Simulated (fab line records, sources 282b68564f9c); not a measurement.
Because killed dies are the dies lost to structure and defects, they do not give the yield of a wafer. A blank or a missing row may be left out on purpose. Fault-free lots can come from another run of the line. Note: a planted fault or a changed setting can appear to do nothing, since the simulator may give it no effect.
Tool commonality check || flow rit_cmos || 39 wafers sampled across 13 lots

WHAT PROMPTED THE OPENING
On 1 of the 13 lots, a flag is raised at RIT_M1_CD_MEAS_90 on the reading cd_nm. Fault-free wafers read 2599.9 nm, with a standard deviation of 2.7.
Rule: a lot gets a flag if all its wafers with a number sit over 4 standard deviations from that mean, or if no wafer of it has a number. All remaining lots are regarded as sound.

{"lot": "L867", "measured": "day 3 07:23", "on": "cd_sem-02", "cd_nm (nm), wafer by wafer": "2598.9 2600.0 2597.6", "flag": ""}
{"lot": "L868", "measured": "day 3 12:49", "on": "cd_sem-02", "cd_nm (nm), wafer by wafer": "2597.1 2595.8 2599.4", "flag": ""}
{"lot": "L869", "measured": "day 3 17:32", "on": "cd_sem-02", "cd_nm (nm), wafer by wafer": "2601.1 2599.9 2599.8", "flag": ""}
{"lot": "L871", "measured": "day 4 02:14", "on": "cd_sem-02", "cd_nm (nm), wafer by wafer": "2601.5 2596.9 2602.7", "flag": ""}
{"lot": "L872", "measured": "day 4 09:06", "on": "cd_sem-02", "cd_nm (nm), wafer by wafer": "2599.8 2598.9 2599.6", "flag": ""}
{"lot": "L874", "measured": "day 4 19:02", "on": "cd_sem-02", "cd_nm (nm), wafer by wafer": "2597.6 2599.4 2601.4", "flag": ""}
{"lot": "L879", "measured": "day 5 21:09", "on": "cd_sem-01", "cd_nm (nm), wafer by wafer": "2587.5 2589.1 2587.0", "flag": "FLAGGED"}
{"lot": "L881", "measured": "day 6 07:15", "on": "cd_sem-02", "cd_nm (nm), wafer by wafer": "2594.9 2596.5 2596.1", "flag": ""}
{"lot": "L883", "measured": "day 6 16:23", "on": "cd_sem-02", "cd_nm (nm), wafer by wafer": "2600.3 2600.5 2599.2", "flag": ""}
{"lot": "L884", "measured": "day 6 19:59", "on": "cd_sem-02", "cd_nm (nm), wafer by wafer": "2601.2 2599.3 2602.4", "flag": ""}
{"lot": "L887", "measured": "day 7 15:45", "on": "cd_sem-02", "cd_nm (nm), wafer by wafer": "2600.9 2601.7 2601.9", "flag": ""}
{"lot": "L889", "measured": "day 7 23:12", "on": "cd_sem-02", "cd_nm (nm), wafer by wafer": "2600.7 2599.3 2598.2", "flag": ""}
{"lot": "L890", "measured": "day 8 04:15", "on": "cd_sem-02", "cd_nm (nm), wafer by wafer": "2603.2 2601.5 2604.3", "flag": ""}
On average the flagged lots' numbers are 2587.9 nm, which is -12.0 nm against the usual, or -4 standard deviations.

EACH LOT AND THE TOOL IT RAN ON
The record holds 3 process steps before the reading, out of a route of 202 steps. Cell contents, in order: the tool; ch with the chambers the sampled wafers went through; the start.
{"lot": "L867", "flag": "", "RIT_PWELL_STRIP_09": "plasma_asher-02 ch 0,1, day 1 22:47", "RIT_PLDD_STRIP_09": "plasma_asher-03 ch 0,1, day 2 19:26", "RIT_M1_METAL_ETCH_12": "rie_metal-03 ch 0,1, day 3 06:53"}
{"lot": "L868", "flag": "", "RIT_PWELL_STRIP_09": "plasma_asher-04 ch 0,1, day 2 04:31", "RIT_PLDD_STRIP_09": "plasma_asher-01 ch 0,1, day 3 01:01", "RIT_M1_METAL_ETCH_12": "rie_metal-02 ch 0,1, day 3 12:17"}
{"lot": "L869", "flag": "", "RIT_PWELL_STRIP_09": "plasma_asher-04 ch 0,1, day 2 08:34", "RIT_PLDD_STRIP_09": "plasma_asher-01 ch 0,1, day 3 05:48", "RIT_M1_METAL_ETCH_12": "rie_metal-01 ch 0,1, day 3 16:59"}
{"lot": "L871", "flag": "", "RIT_PWELL_STRIP_09": "plasma_asher-04 ch 0,1, day 2 18:16", "RIT_PLDD_STRIP_09": "plasma_asher-03 ch 1, day 3 14:17", "RIT_M1_METAL_ETCH_12": "rie_metal-02 ch 0,1, day 4 01:43"}
{"lot": "L872", "flag": "", "RIT_PWELL_STRIP_09": "plasma_asher-02 ch 0,1, day 3 01:01", "RIT_PLDD_STRIP_09": "plasma_asher-01 ch 0,1, day 3 20:53", "RIT_M1_METAL_ETCH_12": "rie_metal-01 ch 0,1, day 4 08:31"}
{"lot": "L874", "flag": "", "RIT_PWELL_STRIP_09": "plasma_asher-01 ch 0,1, day 3 10:02", "RIT_PLDD_STRIP_09": "plasma_asher-03 ch 0,1, day 4 07:03", "RIT_M1_METAL_ETCH_12": "rie_metal-02 ch 0,1, day 4 18:32"}
{"lot": "L879", "flag": "FLAGGED", "RIT_PWELL_STRIP_09": "plasma_asher-02 ch 0,1, day 4 10:37", "RIT_PLDD_STRIP_09": "plasma_asher-04 ch 0,1, day 5 09:16", "RIT_M1_METAL_ETCH_12": "rie_metal-03 ch 0,1, day 5 20:37"}
{"lot": "L881", "flag": "", "RIT_PWELL_STRIP_09": "plasma_asher-02 ch 0,1, day 4 20:30", "RIT_PLDD_STRIP_09": "plasma_asher-03 ch 0,1, day 5 18:55", "RIT_M1_METAL_ETCH_12": "rie_metal-01 ch 0,1, day 6 06:44"}
{"lot": "L883", "flag": "", "RIT_PWELL_STRIP_09": "plasma_asher-04 ch 0,1, day 5 08:52", "RIT_PLDD_STRIP_09": "plasma_asher-04 ch 0,1, day 6 04:32", "RIT_M1_METAL_ETCH_12": "rie_metal-02 ch 0,1, day 6 15:52"}
{"lot": "L884", "flag": "", "RIT_PWELL_STRIP_09": "plasma_asher-04 ch 0,1, day 5 12:15", "RIT_PLDD_STRIP_09": "plasma_asher-01 ch 0,1, day 6 08:12", "RIT_M1_METAL_ETCH_12": "rie_metal-01 ch 0,1, day 6 19:29"}
{"lot": "L887", "flag": "", "RIT_PWELL_STRIP_09": "plasma_asher-01 ch 0,1, day 6 04:56", "RIT_PLDD_STRIP_09": "plasma_asher-03 ch 0,1, day 7 03:50", "RIT_M1_METAL_ETCH_12": "rie_metal-02 ch 0,1, day 7 15:13"}
{"lot": "L889", "flag": "", "RIT_PWELL_STRIP_09": "plasma_asher-01 ch 0,1, day 6 12:16", "RIT_PLDD_STRIP_09": "plasma_asher-03 ch 0,1, day 7 11:01", "RIT_M1_METAL_ETCH_12": "rie_metal-01 ch 1, day 7 22:40"}
{"lot": "L890", "flag": "", "RIT_PWELL_STRIP_09": "plasma_asher-04 ch 0,1, day 6 17:32", "RIT_PLDD_STRIP_09": "plasma_asher-03 ch 0,1, day 7 16:41", "RIT_M1_METAL_ETCH_12": "rie_metal-02 ch 1, day 8 03:43"}
These steps, and what they do:
- RIT_PWELL_STRIP_09: strips in O2, time 180 s.
- RIT_PLDD_STRIP_09: strips in O2, time 180 s.
- RIT_M1_METAL_ETCH_12: etches Al in Cl2/BCl3, stops on SiO2, time 165 s, target depth 600 nm.
- RIT_M1_CD_MEAS_90: target cd 2600 nm.

FLAGGED AGAINST TOTAL, ONE TOOL AT A TIME (gauges that did the reading follow at the end)
{"step": "RIT_PWELL_STRIP_09", "tool": "plasma_asher-01", "lots run": 3, "flagged": 0, "share of the flagged lots": "none", "sound lots run after its first flagged lot": "-"}
{"step": "RIT_PWELL_STRIP_09", "tool": "plasma_asher-02", "lots run": 4, "flagged": 1, "share of the flagged lots": "all", "sound lots run after its first flagged lot": "1 (L881)"}
{"step": "RIT_PWELL_STRIP_09", "tool": "plasma_asher-04", "lots run": 6, "flagged": 0, "share of the flagged lots": "none", "sound lots run after its first flagged lot": "-"}
{"step": "RIT_PLDD_STRIP_09", "tool": "plasma_asher-01", "lots run": 4, "flagged": 0, "share of the flagged lots": "none", "sound lots run after its first flagged lot": "-"}
{"step": "RIT_PLDD_STRIP_09", "tool": "plasma_asher-03", "lots run": 7, "flagged": 0, "share of the flagged lots": "none", "sound lots run after its first flagged lot": "-"}
{"step": "RIT_PLDD_STRIP_09", "tool": "plasma_asher-04", "lots run": 2, "flagged": 1, "share of the flagged lots": "all", "sound lots run after its first flagged lot": "1 (L883)"}
{"step": "RIT_M1_METAL_ETCH_12", "tool": "rie_metal-01", "lots run": 5, "flagged": 0, "share of the flagged lots": "none", "sound lots run after its first flagged lot": "-"}
{"step": "RIT_M1_METAL_ETCH_12", "tool": "rie_metal-02", "lots run": 6, "flagged": 0, "share of the flagged lots": "none", "sound lots run after its first flagged lot": "-"}
{"step": "RIT_M1_METAL_ETCH_12", "tool": "rie_metal-03", "lots run": 2, "flagged": 1, "share of the flagged lots": "all", "sound lots run after its first flagged lot": 0}
{"step": "RIT_M1_CD_MEAS_90", "tool": "cd_sem-01", "lots run": 1, "flagged": 1, "share of the flagged lots": "all", "sound lots run after its first flagged lot": 0}
{"step": "RIT_M1_CD_MEAS_90", "tool": "cd_sem-02", "lots run": 12, "flagged": 0, "share of the flagged lots": "none", "sound lots run after its first flagged lot": "-"}

WHAT IS ALLOWED BY THE TABLE
4 rows of the table ran every flagged lot: plasma_asher-02 at RIT_PWELL_STRIP_09, plasma_asher-04 at RIT_PLDD_STRIP_09, rie_metal-03 at RIT_M1_METAL_ETCH_12, cd_sem-01 at RIT_M1_CD_MEAS_90.
- plasma_asher-02 at RIT_PWELL_STRIP_09: 1 of its 4 lots flagged. Sound lots ran on it after the first flagged one (L881), which a lasting fault on the whole tool wouldn't allow.
- plasma_asher-04 at RIT_PLDD_STRIP_09: 1 of its 2 lots flagged. Sound lots ran on it after the first flagged one (L883), which a lasting fault on the whole tool wouldn't allow.
- rie_metal-03 at RIT_M1_METAL_ETCH_12: 1 of its 2 lots flagged. Last sound lot L867 at day 3 06:53, first flagged lot L879 at day 5 20:37; a fault beginning in between fits.
- cd_sem-01 at RIT_M1_CD_MEAS_90: 1 of its 1 lot flagged. In this sample it ran no sound lot ahead of its first flagged lot, so there is no way to narrow down the start.
A lot count leaves these 2 tools indistinguishable: every one of them fits a fault beginning at some hour. More lots, or a look at what each step does to the wafer, might.

WHAT THE SIMULATOR PUT IN
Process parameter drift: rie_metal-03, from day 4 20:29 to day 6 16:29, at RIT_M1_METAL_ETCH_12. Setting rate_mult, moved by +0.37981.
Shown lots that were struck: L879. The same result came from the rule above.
